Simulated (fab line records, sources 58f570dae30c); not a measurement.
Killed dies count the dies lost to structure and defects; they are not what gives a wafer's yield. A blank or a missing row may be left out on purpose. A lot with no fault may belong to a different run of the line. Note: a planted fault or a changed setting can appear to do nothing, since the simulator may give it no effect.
Struck lot and sound lot, side by side    flow berkeley cmos170    16 steps out of a route of 331
Sound: the wafers L667.1, L667.2, L667.6. The struck wafers were L657.1, L657.4, L657.5. The cause comes at the end.
At each step with rows: each side's tool, then ch and its chambers, then its first start. Under that, the readings that differ: sound wafers    struck wafers    difference of the means    sigmas: that difference in standard deviations of wafers without a fault.
alike: readings with means less than 2 such deviations apart, plus words and numbers identical on both sides. not compared: withheld readings, readings lacking a value on some wafer, bounds such as >300 that could conceal the same value, and numbers that have no deviation in the record and whose values overlap.
A row with sigmas, a row that says differs or no value, or rows on one side alone: a step with any of these is where the two part. Non-overlapping numbers with no deviation appear without sigmas and do not part them. A reading that every wafer of one side lacks parts them only if that side has two wafers or more.

UCB170_NWELL_THK_MEAS_02:
  sound on film metro-01, day 6 14:26; struck on film metro-04, day 4 08:10
  alike: NWELL_OXIDE_THK
then, 2 steps without rows for these wafers: UCB170_NWELL_ANNEAL_03 (time 900 s); UCB170_NWELL_CVD_04 (deposits Si3N4 from SiH2Cl2/NH3, target thk 224 nm, time 3360 s).
UCB170_NWELL_THK_MEAS_05:
  sound on film metro-04, day 6 22:49; struck on film metro-01, day 4 15:26
reading                 sound              struck             difference  sigmas
NWELL_NITRIDE_THK (nm)  230.9 230.5 231.9  225.0 224.6 226.5  -5.7        -2
then, 6 steps without rows for these wafers: UCB170_NWELL_HMDS_06 (prime time 60 s); UCB170_NWELL_COAT_07 (resist thk 900 nm); UCB170_NWELL_SOFTBAKE_08 (time 60 s); UCB170_NWELL_EXPOSE_09 (exposes mask NWELL, target cd 3000 nm); UCB170_NWELL_PEB_10; UCB170_NWELL_DEVELOP_11 (develop time 45 s).
UCB170_NWELL_OVL_MEAS_12:
  sound on overlay-02, day 7 00:15; struck on overlay-02, day 4 16:20
  alike: NWELL_OVL
UCB170_NWELL_ETCH_13: etches Si3N4 in CH3F/Ar/O2, stops on SiO2, target depth 246.4 nm, time 154 s.
  sound on rie diel-02 ch 1,2,3, day 7 00:17; struck on rie diel-03 ch 0,1, day 4 16:23
  alike: O2_flow_sccm, drypump motor current A, oes product au, throttle valve pct
  not compared: rf hours counter h
UCB170_NWELL_IMPLANT_14:
  sound on implanter-03 ch 0, day 7 00:23; struck on implanter-04 ch 0, day 4 16:29
reading             sound                           struck                            difference   sigmas
dose ions cm2       9.978e+12 9.994e+12 1.0002e+13  1.5996e+13 1.5985e+13 1.5993e+13  +6.0000e+12  +99 or more
faraday current uA  32.3 31.3 31.4                  50.8 50.2 50.5                    +18.8        +34
  alike: end station pressure torr
UCB170_NWELL_STRIP_15: strips in O2.
  sound on plasma asher-02 ch 0,1, day 7 00:32; struck on plasma asher-02 ch 0,1, day 4 16:38
  alike: drypump motor current A, o2 flow sccm, oes product au, strip time to endpoint s
  not compared: rf hours counter h
UCB170_NWELL_TW_MEAS_16:
  sound on film metro-04, day 7 00:38; struck on film metro-04, day 4 16:58
reading   sound           struck          difference  sigmas
NWELL_TW  1233 1233 1235  1437 1443 1440  +206        +19
  not compared: hold
after that, 1 step had no rows for these wafers: UCB170_M3_PROBE_99.

== WHERE THEY PART ==
Earliest at UCB170_NWELL_THK_MEAS_05; latest, in this record, at UCB170_NWELL_TW_MEAS_16.

WHY: whatever the simulator had introduced
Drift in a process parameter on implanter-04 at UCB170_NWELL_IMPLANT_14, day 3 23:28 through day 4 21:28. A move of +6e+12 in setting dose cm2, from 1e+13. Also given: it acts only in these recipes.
